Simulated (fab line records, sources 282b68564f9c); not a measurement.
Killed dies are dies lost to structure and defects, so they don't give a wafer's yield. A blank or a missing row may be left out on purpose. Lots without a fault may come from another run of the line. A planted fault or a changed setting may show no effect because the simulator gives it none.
fab line records | flow rit_cmos
record lots=13 wafers=39 last_day=7
route steps=202 shown CONTACT@168 M1@184
lots that met no fault: from a run of the same line without faults
start_h: hours from the record's first day to the start of the lot's first wafer shown | wait_h: hours since the lot's step before | " the same as in the row above | L1.1+2: a row that stands for several wafers | - no value, or no start given | * or withheld: withheld | < > ~ a bound
route shown NAME@n: a module of which the file shows steps, and the number in the route of the first | usual: mean/standard deviation of fault-free wafers | same: alike in all rows | chamber/n: place in a boat | sites: the reading at each site | _std_site: their standard deviation | _edge_site: outer sites' mean less inner sites' | radius_mm: how far each site lies from the wafer's centre | mask NAME#n: copy n | behind: the tool/chamber that last shaped the wafer | hold: why the lot was held/for how many hours/how that ended | device: the transistor (n, p or np) that didn't switch | end of line: the same wafers' tests at the end of the route | a step without rows: its recipe alone | killed: dies lost to structure and defects at the first sort, not the wafer's yield | map: a wafer's dies, x killed, . not, _ none there
set.NAME: the setting as run; set.NAME@STEP: as run at that earlier step | model.NAME: the simulator's own value behind a step, which no gauge read
steps of the route over a sample of lots; a table a step, a row a wafer
services: from which hour (start_h, from the record's first day; less than 0 if before it) a tool's chamber was out of use, for how many hours, and why
## steps
# step RIT_CONTACT_CVD_00
# recipe material=SiO2 target_thk_nm=400 precursor=TEOS temp_c=390 time_s=61 rf_w=400
# usual heater_power_w=334/48 rf_fwd_power_W=397.0/1.4 run_length_s=88.9/0.56
# columns lot.wafer tool chamber start_h wait_h heater_power_w rf_fwd_power_W run_length_s
L565.2 pecvd-03 1 62.02 0.1 405 399.3 89.8
L565.4 " 2 " " 327 397.9 88.8
L565.6 " 0 " " 342 396.6 88.9
L566.3 pecvd-02 1 69.83 0.0 261 393.9 88.6
L566.4 " 2 " " 410 395.0 89.8
L566.5 " 0 " " 380 397.5 88.8
L567.2 pecvd-01 2 72.37 0.1 288 396.4 88.3
L567.4 " 2 " " 304 399.4 88.2
L567.6 " 0 " " 411 398.6 89.2
L568.1 pecvd-03 2 82.90 0.1 349 398.1 88.5
L568.2 " 0 " " 358 397.8 88.9
L568.5 " 0 " " 381 397.7 89.9
L570.3 pecvd-01 0 87.63 0.0 336 399.2 88.7
L570.4 " 0 " " 351 400.0 88.7
L570.6 " 1 " " 251 395.6 88.6
L571.2 pecvd-03 1 92.94 0.0 388 395.6 89.6
L571.3 " 0 " " 344 397.6 88.8
L571.6 " 1 " " 394 397.0 89.6
L572.3 pecvd-01 1 100.71 0.0 282 396.5 88.5
L572.4 " 1 " " 304 397.4 88.7
L572.6 " 0 " " 388 397.6 88.6
L573.1 pecvd-02 0 105.75 0.1 365 398.9 88.8
L573.2 " 1 " " 302 397.2 88.3
L573.6 " 0 " " 373 399.1 88.9
L575.1 pecvd-01 1 117.31 0.1 298 400.0 88.4
L575.2 " 2 " " 322 398.3 88.6
L575.4 " 1 " " 311 397.0 88.4
L579.3 pecvd-02 2 131.26 0.0 359 395.6 89.1
L579.4 " 0 " " 349 396.3 88.9
L579.5 " 1 " " 220 395.8 88.2
L583.1 pecvd-03 1 156.33 0.1 387 396.8 90.3
L583.5 " 0 " " 343 395.7 89.4
L583.6 " 1 " " 397 397.6 89.6
L584.2 pecvd-01 1 157.88 0.0 292 395.4 88.9
L584.3 " 2 " " 307 - 75.9
L584.4 " 2 " " 310 - 75.4
L586.3 pecvd-03 1 171.49 0.0 392 397.0 90.1
L586.4 " 0 " " 397 397.1 89.6
L586.5 " 2 " " 346 395.8 88.6
# step RIT_CONTACT_THK_MEAS_01
# recipe reads=SiO2_of_CONTACT_CVD_00
# usual CONTACT_TEOS_THK=399/5
# columns lot.wafer tool chamber start_h wait_h CONTACT_TEOS_THK[nm]
L565.2 film_metro-02 - 62.08 0.0 400
L565.4 " - " " 399
L565.6 " - " " 400
L566.3 film_metro-01 - 69.90 0.0 396
L566.4 " - " " 407
L566.5 " - " " 400
L567.2 film_metro-01 - 72.43 0.0 398
L567.4 " - " " 408
L567.6 " - " " 406
L568.1 film_metro-04 - 82.95 0.0 395
L568.2 " - " " 389
L568.5 " - " " 400
L570.3 film_metro-01 - 87.70 0.0 396
L570.4 " - " " 407
L570.6 " - " " 406
L571.2 film_metro-02 - 93.00 0.0 396
L571.3 " - " " 400
L571.6 " - " " 403
L572.3 film_metro-02 - 100.78 0.0 395
L572.4 " - " " 403
L572.6 " - " " 400
L573.1 film_metro-04 - 105.80 0.0 389
L573.2 " - " " 392
L573.6 " - " " 396
L575.1 film_metro-01 - 117.36 0.0 401
L575.2 " - " " 406
L575.4 " - " " 405
L579.3 film_metro-01 - 131.33 0.0 392
L579.4 " - " " 393
L579.5 " - " " 398
L583.1 film_metro-02 - 156.38 0.0 395
L583.5 " - " " 400
L583.6 " - " " 398
L584.2 film_metro-02 - 157.94 0.0 399
L584.3 " - " " 323
L584.4 " - " " 325
L586.3 film_metro-01 - 171.56 0.0 394
L586.4 " - " " 400
L586.5 " - " " 402
# step RIT_M1_SPUTTER_00
# recipe material=Al target_thk_nm=400 power_w=2000 chamber_pressure_pa=0.4 gas=Ar time_s=500 substrate_temp_c=25
# usual throttle_valve_pct=30.1/1.2
# columns lot.wafer tool chamber start_h wait_h throttle_valve_pct
L565.2 pvd_sputter-02 - 64.54 0.0 28.6
L565.4 " - " " 31.0
L565.6 " - " " 28.6
L566.3 pvd_sputter-02 - 72.41 0.0 30.3
L566.4 " - " " 28.8
L566.5 " - " " 28.8
L567.2 pvd_sputter-04 - 74.63 0.0 28.7
L567.4 " - " " 31.4
L567.6 " - " " 29.1
L568.1 pvd_sputter-02 - 85.16 0.0 28.6
L568.2 " - " " 29.7
L568.5 " - " " 29.8
L570.3 pvd_sputter-02 - 89.85 0.0 29.7
L570.4 " - " " 28.7
L570.6 " - " " 28.6
L571.2 pvd_sputter-01 - 95.30 0.0 31.6
L571.3 " - " " 30.3
L571.6 " - " " 31.7
L572.3 pvd_sputter-02 - 102.93 0.0 31.0
L572.4 " - " " 28.4
L572.6 " - " " 28.6
L573.1 pvd_sputter-02 - 107.98 0.0 28.5
L573.2 " - " " 30.0
L573.6 " - " " 31.1
L575.1 pvd_sputter-02 - 119.66 0.0 30.2
L575.2 " - " " 28.6
L575.4 " - " " 31.0
L579.3 pvd_sputter-02 - 133.69 0.0 28.6
L579.4 " - " " 31.1
L579.5 " - " " 29.8
L583.1 pvd_sputter-02 - 158.87 0.0 28.9
L583.5 " - " " 28.6
L583.6 " - " " 28.5
L584.2 pvd_sputter-01 - 160.32 0.0 31.2
L584.3 " - " " 31.0
L584.4 " - " " 31.6
L586.3 pvd_sputter-01 - 173.73 0.0 31.1
L586.4 " - " " 30.8
L586.5 " - " " 30.8
# step RIT_M1_OVL_MEAS_10
# usual M1_OVL=-0.3/1.4
# columns lot.wafer tool chamber start_h wait_h M1_OVL[nm]
L565.2 overlay-01 - 66.14 0.1 1.7
L565.4 " - " " -0.6
L565.6 " - " " 1.9
L566.3 overlay-02 - 74.03 0.1 -2.3
L566.4 " - " " -3.3
L566.5 " - " " -2.4
L567.2 overlay-02 - 76.23 0.1 0.9
L567.4 " - " " 0.7
L567.6 " - " " -1.5
L568.1 overlay-02 - 86.75 0.1 -1.7
L568.2 " - " " -0.9
L568.5 " - " " -2.8
L570.3 overlay-02 - 91.50 0.1 -0.4
L570.4 " - " " -1.5
L570.6 " - " " -2.5
L571.2 overlay-02 - 96.91 0.1 -1.2
L571.3 " - " " -0.3
L571.6 " - " " -1.3
L572.3 overlay-01 - 104.42 0.1 -0.8
L572.4 " - " " 0.4
L572.6 " - " " -0.3
L573.1 overlay-01 - 109.58 0.1 -0.6
L573.2 " - " " -1.8
L573.6 " - " " -0.2
L575.1 overlay-01 - 121.26 0.1 -1.3
L575.2 " - " " -0.1
L575.4 " - " " 1.9
L579.3 overlay-01 - 135.18 0.1 1.3
L579.4 " - " " 1.6
L579.5 " - " " 1.5
L583.1 overlay-01 - 160.44 0.1 -1.2
L583.5 " - " " -1.6
L583.6 " - " " -1.4
L584.2 overlay-01 - 161.80 0.1 1.5
L584.3 " - " " 2.2
L584.4 " - " " -0.2
L586.3 overlay-02 - 175.21 0.1 -0.3
L586.4 " - " " -1.3
L586.5 " - " " 1.2
# step RIT_M1_METAL_ETCH_12
# recipe stop_on=SiO2 chemistry=Cl2/BCl3 target=Al time_s=165 over_etch_frac=0.4697 pressure_mtorr=100 target_depth_a=6000 rf_w=250 Cl2_flow_sccm=60 bcl3_flow_sccm=50
# usual drypump_motor_current_A=5.7/0.32 he_backside_leak_sccm=3.47/0.21 oes_product_au=0.785/0.014 rf_fwd_power_W=248.9/0.9 throttle_valve_pct=8.30/0.095
# columns lot.wafer tool chamber start_h wait_h drypump_motor_current_A he_backside_leak_sccm oes_product_au rf_fwd_power_W rf_hours_counter_h throttle_valve_pct
L565.2 rie_metal-01 0 66.42 0.2 6.0 3.40 0.813 248.4 38 8.32
L565.4 " 1 " " 6.2 3.50 0.795 249.9 - 8.32
L565.6 " 1 " " 6.2 3.47 0.780 249.1 - 8.33
L566.3 rie_metal-02 1 74.35 0.2 5.3 3.49 0.773 249.7 - 8.41
L566.4 " 0 " " 5.5 3.29 0.770 249.2 - 8.12
L566.5 " 1 " " 5.3 3.58 0.774 249.3 - 8.43
L567.2 rie_metal-04 1 76.51 0.2 5.4 3.69 0.785 250.2 3 8.34
L567.4 " 1 " " 5.4 3.59 0.796 249.7 - 8.34
L567.6 " 0 " " 6.0 3.24 0.770 247.8 - 8.26
L568.1 rie_metal-01 1 87.04 0.2 6.1 3.56 0.776 248.6 33 8.32
L568.2 " 0 " " 6.0 3.30 0.812 248.4 38 8.32
L568.5 " 1 " " 6.2 3.40 0.791 250.0 - 8.33
L570.3 rie_metal-04 0 91.83 0.2 6.0 3.34 0.792 249.1 - 8.27
L570.4 " 1 " " 5.4 3.48 0.801 249.5 - 8.34
L570.6 " 0 " " 6.0 3.63 0.777 248.3 - 8.25
L571.2 rie_metal-01 0 97.19 0.2 6.0 3.37 0.808 250.2 38 8.31
L571.3 " 0 " " 6.0 3.39 0.810 250.1 - 8.32
L571.6 " 1 " " 6.1 3.48 0.795 249.1 - 8.32
L572.3 rie_metal-02 0 104.75 0.2 5.5 3.53 0.769 248.6 - 8.14
L572.4 " 1 " " 5.3 3.46 0.780 248.5 - 8.42
L572.6 " 0 " " 5.5 3.52 0.760 246.8 - 8.13
L573.1 rie_metal-04 1 109.86 0.2 5.4 3.60 0.803 250.0 3 8.34
L573.2 " 1 " " 5.4 3.67 0.793 250.6 - 8.35
L573.6 " 1 " " 5.4 3.59 0.793 251.0 - 8.35
L575.1 rie_metal-02 1 121.57 0.2 5.3 3.41 0.785 248.6 1 8.42
L575.2 " 0 " " 5.5 3.36 0.762 248.5 1 8.13
L575.4 " 0 " " 5.5 3.44 0.762 247.5 - 8.13
L579.3 rie_metal-04 1 135.50 0.2 5.4 3.68 0.792 249.2 - 8.35
L579.4 " 0 " " 6.0 3.33 0.770 248.8 - 8.27
L579.5 " 0 " " 6.0 3.30 0.777 248.0 - 8.26
L583.1 rie_metal-01 1 160.73 0.2 6.1 3.47 0.793 249.8 0 8.32
L583.5 " 0 " " 6.0 3.25 0.780 248.6 - 8.32
L583.6 " 1 " " 6.1 3.36 0.790 247.7 - 8.31
L584.2 rie_metal-04 1 162.08 0.2 5.4 3.54 0.801 248.9 4 8.35
L584.3 " 1 " " 5.4 3.55 0.791 249.5 - 8.33
L584.4 " 0 " " 6.0 3.31 0.768 248.1 - 8.26
L586.3 rie_metal-01 1 175.63 0.2 6.1 3.29 0.784 250.3 - 8.30
L586.4 " 0 " " 6.1 3.31 0.773 249.1 - 8.32
L586.5 " 1 " " 6.2 3.34 0.790 249.9 - 8.31
# step RIT_M1_PROBE_99
# usual killed_at_front_end=6.6/2.9 killed_dies=6.6/3 killed_open=3.4/2 killed_short=3.2/2
# same gross_dies=264 killed_at_M0_to_M3=0 killed_at_M4_up=0 killed_at_back_side=0 killed_at_contacts=0 killed_at_other=0
# columns lot.wafer tool chamber start_h wait_h killed_at_front_end killed_dies killed_open killed_short
L565.2 prober-01 - 68.90 0.1 14 14 7 7
L565.4 prober-01 - 69.00 0.2 7 7 4 3
L565.6 prober-01 - 69.10 0.2 10 10 7 3
L566.3 prober-01 - 76.65 0.2 8 8 2 6
L566.4 prober-01 - 76.70 0.2 5 5 1 4
L566.5 prober-01 - 76.75 0.2 11 11 7 4
L567.2 prober-02 - 78.82 0.1 6 6 3 3
L567.4 prober-02 - 78.92 0.2 10 10 5 5
L567.6 prober-02 - 79.02 0.2 4 4 2 2
L568.1 prober-01 - 89.29 0.1 13 13 7 6
L568.2 prober-01 - 89.34 0.1 4 4 3 1
L568.5 prober-01 - 89.49 0.2 7 7 2 5
L570.3 prober-01 - 94.14 0.2 4 4 4 0
L570.4 prober-01 - 94.19 0.2 4 4 2 2
L570.6 prober-01 - 94.29 0.2 8 8 3 5
L571.2 prober-02 - 99.50 0.1 6 6 4 2
L571.3 prober-02 - 99.55 0.2 5 5 3 2
L571.6 prober-02 - 99.70 0.2 8 8 3 5
L572.3 prober-01 - 107.05 0.2 10 10 6 4
L572.4 prober-01 - 107.10 0.2 6 6 3 3
L572.6 prober-01 - 107.20 0.2 3 3 2 1
L573.1 prober-02 - 112.28 0.1 8 8 5 3
L573.2 prober-02 - 112.33 0.1 2 2 1 1
L573.6 prober-02 - 112.53 0.2 6 6 6 0
L575.1 prober-02 - 123.83 0.1 11 11 6 5
L575.2 prober-02 - 123.88 0.1 5 5 1 4
L575.4 prober-02 - 123.98 0.2 11 11 8 3
L579.3 prober-02 - 137.80 0.2 6 6 3 3
L579.4 prober-02 - 137.85 0.2 4 4 1 3
L579.5 prober-02 - 137.90 0.2 2 2 0 2
L583.1 prober-02 - 162.99 0.1 6 6 4 2
L583.5 prober-02 - 163.19 0.2 13 13 9 4
L583.6 prober-02 - 163.24 0.2 4 4 1 3
L584.2 prober-01 - 164.54 0.1 7 7 3 4
L584.3 prober-01 - 164.59 0.2 8 8 6 2
L584.4 prober-01 - 164.64 0.2 6 6 4 2
L586.3 prober-01 - 177.93 0.2 7 7 4 3
L586.4 prober-01 - 177.98 0.2 6 6 1 5
L586.5 prober-01 - 178.03 0.2 8 8 3 5
# killed by level:class
L565.2 GATE:geometric_particle:open=5 GATE:geometric_particle:short=5 ACTIVE:geometric_particle:open=1 REOX:geometric_particle:short=1 SPACER:geometric_particle:open=1 SPACER:geometric_particle:short=1
L565.4 GATE:geometric_particle:open=2 GATE:geometric_particle:short=1 REOX:geometric_particle:open=1 SPACER:geometric_particle:short=1 SPACER:geometric_particle:open=1 SILICIDE:geometric_particle:short=1
L565.6 REOX:geometric_particle:open=3 FOX1:geometric_particle:open=2 GATE:geometric_particle:open=2 GATE:geometric_particle:short=2 FOX1:geometric_particle:short=1
L566.3 GATE:geometric_particle:short=2 FOX1:geometric_particle:short=1 FOX2:geometric_particle:short=1 GATE:geometric_particle:open=1 SPACER:geometric_particle:open=1 SPACER:geometric_particle:short=1 SILICIDE:geometric_particle:short=1
L566.4 GATE:geometric_particle:short=2 FOX1:geometric_particle:open=1 REOX:geometric_particle:short=1 SPACER:geometric_particle:short=1
L566.5 GATE:geometric_particle:open=3 FOX1:geometric_particle:open=2 REOX:geometric_particle:open=2 FOX1:geometric_particle:short=1 FOX2:geometric_particle:short=1 GATE:geometric_particle:short=1 REOX:geometric_particle:short=1
L567.2 REOX:geometric_particle:open=2 REOX:geometric_particle:short=2 GATE:geometric_particle:short=1 SILICIDE:geometric_particle:open=1
L567.4 FOX1:geometric_particle:open=3 GATE:geometric_particle:short=3 FOX1:geometric_particle:short=1 GATE:geometric_particle:open=1 SILICIDE:geometric_particle:short=1 SILICIDE:geometric_particle:open=1
L567.6 FOX1:geometric_particle:short=2 FOX1:geometric_particle:open=1 FOX2:geometric_particle:open=1
L568.1 GATE:geometric_particle:open=4 GATE:geometric_particle:short=3 FOX1:geometric_particle:open=2 FOX1:geometric_particle:short=2 REOX:geometric_particle:short=1 SILICIDE:geometric_particle:open=1
L568.2 GATE:geometric_particle:open=2 FOX1:geometric_particle:open=1 GATE:geometric_particle:short=1
L568.5 GATE:geometric_particle:short=2 SPACER:geometric_particle:open=2 FOX1:geometric_particle:short=1 FOX2:geometric_particle:short=1 SILICIDE:geometric_particle:short=1
L570.3 REOX:geometric_particle:open=2 GATE:geometric_particle:open=1 SILICIDE:geometric_particle:open=1
L570.4 SILICIDE:geometric_particle:open=2 GATE:geometric_particle:short=1 SILICIDE:geometric_particle:short=1
L570.6 GATE:geometric_particle:short=4 FOX1:geometric_particle:open=2 SPACER:geometric_particle:open=1 SPACER:geometric_particle:short=1
L571.2 GATE:geometric_particle:open=2 FOX2:geometric_particle:open=1 GATE:geometric_particle:short=1 SPACER:geometric_particle:open=1 SILICIDE:geometric_particle:short=1
L571.3 GATE:geometric_particle:open=3 GATE:geometric_particle:short=1 REOX:geometric_particle:short=1
L571.6 FOX1:geometric_particle:short=2 FOX2:geometric_particle:open=1 FOX2:geometric_particle:short=1 GATE:geometric_particle:short=1 GATE:geometric_particle:open=1 SILICIDE:geometric_particle:open=1 SILICIDE:geometric_particle:short=1
L572.3 GATE:geometric_particle:open=4 GATE:geometric_particle:short=3 REOX:geometric_particle:open=1 SPACER:geometric_particle:open=1 SILICIDE:geometric_particle:short=1
L572.4 GATE:geometric_particle:open=2 GATE:geometric_particle:short=2 REOX:geometric_particle:open=1 SILICIDE:geometric_particle:short=1
L572.6 FOX2:geometric_particle:open=2 SILICIDE:geometric_particle:short=1
L573.1 SPACER:geometric_particle:open=2 FOX2:geometric_particle:open=1 FOX2:geometric_particle:short=1 GATE:geometric_particle:short=1 GATE:geometric_particle:open=1 REOX:geometric_particle:open=1 SPACER:geometric_particle:short=1
L573.2 FOX2:geometric_particle:short=1 GATE:geometric_particle:open=1
L573.6 GATE:geometric_particle:open=4 SPACER:geometric_particle:open=1 SILICIDE:geometric_particle:open=1
L575.1 GATE:geometric_particle:open=3 REOX:geometric_particle:short=3 SILICIDE:geometric_particle:open=3 GATE:geometric_particle:short=1 SILICIDE:geometric_particle:short=1
L575.2 SILICIDE:geometric_particle:short=3 GATE:geometric_particle:short=1 SPACER:geometric_particle:open=1
L575.4 GATE:geometric_particle:open=5 FOX1:geometric_particle:open=2 FOX1:geometric_particle:short=2 SILICIDE:geometric_particle:open=1 SILICIDE:geometric_particle:short=1
L579.3 SPACER:geometric_particle:open=3 FOX1:geometric_particle:short=1 GATE:geometric_particle:short=1 SPACER:geometric_particle:short=1
L579.4 GATE:geometric_particle:short=2 GATE:geometric_particle:open=1 SILICIDE:geometric_particle:short=1
L579.5 GATE:geometric_particle:short=1 SPACER:geometric_particle:short=1
L583.1 GATE:geometric_particle:open=3 ACTIVE:geometric_particle:short=1 GATE:geometric_particle:short=1 SILICIDE:geometric_particle:open=1
L583.5 GATE:geometric_particle:open=7 SILICIDE:geometric_particle:short=2 FOX1:geometric_particle:open=1 GATE:geometric_particle:short=1 SPACER:geometric_particle:short=1 SILICIDE:geometric_particle:open=1
L583.6 FOX1:geometric_particle:short=2 GATE:geometric_particle:short=1 GATE:geometric_particle:open=1
L584.2 GATE:geometric_particle:short=3 GATE:geometric_particle:open=2 FOX1:geometric_particle:open=1 REOX:geometric_particle:short=1
L584.3 FOX1:geometric_particle:open=2 GATE:geometric_particle:short=2 GATE:geometric_particle:open=2 REOX:geometric_particle:open=2
L584.4 REOX:geometric_particle:short=2 SPACER:geometric_particle:open=2 FOX1:geometric_particle:open=1 GATE:geometric_particle:open=1
L586.3 GATE:geometric_particle:open=2 FOX1:geometric_particle:open=1 FOX1:geometric_particle:short=1 FOX2:geometric_particle:open=1 REOX:geometric_particle:short=1 SPACER:geometric_particle:short=1
L586.4 GATE:geometric_particle:short=3 SPACER:geometric_particle:open=1 SPACER:geometric_particle:short=1 SILICIDE:geometric_particle:short=1
L586.5 GATE:geometric_particle:open=2 SILICIDE:geometric_particle:short=2 FOX1:geometric_particle:short=1 FOX2:geometric_particle:short=1 GATE:geometric_particle:short=1 SPACER:geometric_particle:open=1
## services
# columns tool chamber start_h hours kind
pvd_sputter-01 - 61.90 32.4 repair
rie_metal-02 0 64.13 9.0 repair
pecvd-01 - 65.49 6.0 pm
pecvd-02 - 99.31 2.8 pm
rie_metal-04 0 104.10 11.0 repair
pvd_sputter-02 - 105.31 2.0 repair
pvd_sputter-01 - 107.00 4.5 repair
rie_metal-01 - 136.12 20.0 pm
rie_metal-01 0 136.12 20.0 vent_cycle
rie_metal-01 1 136.12 20.0 vent_cycle
pecvd-03 2 142.83 11.6 repair
rie_metal-01 0 156.12 - clean
rie_metal-01 1 156.12 - clean
## key
first_sign step=RIT_CONTACT_CVD_00 reading=run_length_s direction=down sigmas=24 usual=* struck=*
effect step=RIT_CONTACT_THK_MEAS_01 reading=CONTACT_TEOS_THK direction=down sigmas=15 usual=399 struck=324
met_at RIT_CONTACT_CVD_00
struck_lots L584
struck_wafers L584.3,L584.4
tester_left_out L584
not_acting_at RIT_M1_SPUTTER_00,RIT_M1_OVL_MEAS_10,RIT_M1_METAL_ETCH_12
onset_between 117.31 157.88
fault kind=process_parameter_drift tool=pecvd-01 chamber=2 onset_h=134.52 steps=RIT_CONTACT_CVD_00 channel=time_s offset=* shape=step end_h=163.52 stated=*
# tester_left_out: of these lots the tester's yield and bins aren't shown, on N5 and GAA mostly nor the transistor test; their killed dies are dies lost to structure and defects alone, not to doping, threshold or leakage, so they don't give the yield
